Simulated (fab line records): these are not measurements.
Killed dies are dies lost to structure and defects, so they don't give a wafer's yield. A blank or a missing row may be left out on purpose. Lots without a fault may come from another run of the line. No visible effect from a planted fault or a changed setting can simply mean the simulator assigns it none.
A struck lot beside a sound one -- flow rit_cmos -- 10 out of 202 route steps
Sound: wafers L997.2, L997.3, L997.6. Wafers struck: L105.3, L105.5, L105.6. At the end, the cause is stated.
At each step with rows: each side's tool, then ch and its chambers, then its first start. Under that, the readings that differ: sound wafers -- struck wafers -- difference of the means -- sigmas: that difference in standard deviations of wafers without a fault.
alike: words and numbers the same on both sides, and readings whose means are apart by under 2 such deviations; not compared: readings that were withheld, readings missing a value for some wafer, numbers with overlapping values and no deviation given by the record, and bounds like >300 which may hide the same value.
A row with sigmas, a row that says differs or no value, or rows on one side alone: a step with any of these is where the two part. Non-overlapping numbers with no deviation appear without sigmas and do not part them. A reading that every wafer of one side lacks parts them only if that side has two wafers or more.

RIT_ACTIVE_BOW_MEAS_00:
  sound on film_metro-04, day 1 20:01; struck on film_metro-04, day 3 12:02
  alike: INCOMING_BOW
then, 1 step without rows for these wafers: RIT_ACTIVE_OXIDATION_01 (target thk 46.8 nm, ox time 3360 s).
RIT_ACTIVE_THK_MEAS_02:
  sound on film_metro-04, day 1 22:04; struck on film_metro-02, day 3 14:04
  alike: ACTIVE_OXIDE_THK
then, 1 step without rows for these wafers: RIT_ACTIVE_CVD_03 (deposits Si3N4 from SiH2Cl2/NH3, target thk 150 nm, time 1500 s).
RIT_ACTIVE_THK_MEAS_04:
  sound on film_metro-01, day 2 01:19; struck on film_metro-04, day 3 15:33
  alike: ACTIVE_NITRIDE_THK
then, 2 steps without rows for these wafers: RIT_ACTIVE_HMDS_05 (prime time 60 s); RIT_ACTIVE_COAT_06 (resist thk 1000 nm).
RIT_ACTIVE_SOFTBAKE_07: time 60 s.
  sound on litho_track-01 ch 0, day 2 01:41; struck on litho_track-01 ch 0, day 3 15:56
reading,sound,struck,difference,sigmas
heater_power_total_W (W),34.52 34.60 34.60,35.47 35.54 35.57,+0.95,+20
plate_temp_C (C),90.13 90.03 89.92,91.81 91.72 91.78,+1.74,+15
  alike: resist_line_temp_C
then, 1 step without rows for these wafers: RIT_ACTIVE_EXPOSE_08 (exposes mask M1, target cd 1400 nm).
RIT_M1_PROBE_99:
  sound on prober-02, day 3 20:19; struck on prober-02, day 5 12:46
  alike: killed_at_contacts, killed_at_front_end, killed_dies, killed_open, killed_short

== WHERE THEY PART ==
RIT_ACTIVE_SOFTBAKE_07 only, going by this record. Later steps at which nothing parts them and some readings are alike: RIT_M1_PROBE_99.

WHY: what the simulator had put in
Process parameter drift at RIT_ACTIVE_SOFTBAKE_07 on litho_track-01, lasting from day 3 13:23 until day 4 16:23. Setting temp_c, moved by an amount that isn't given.
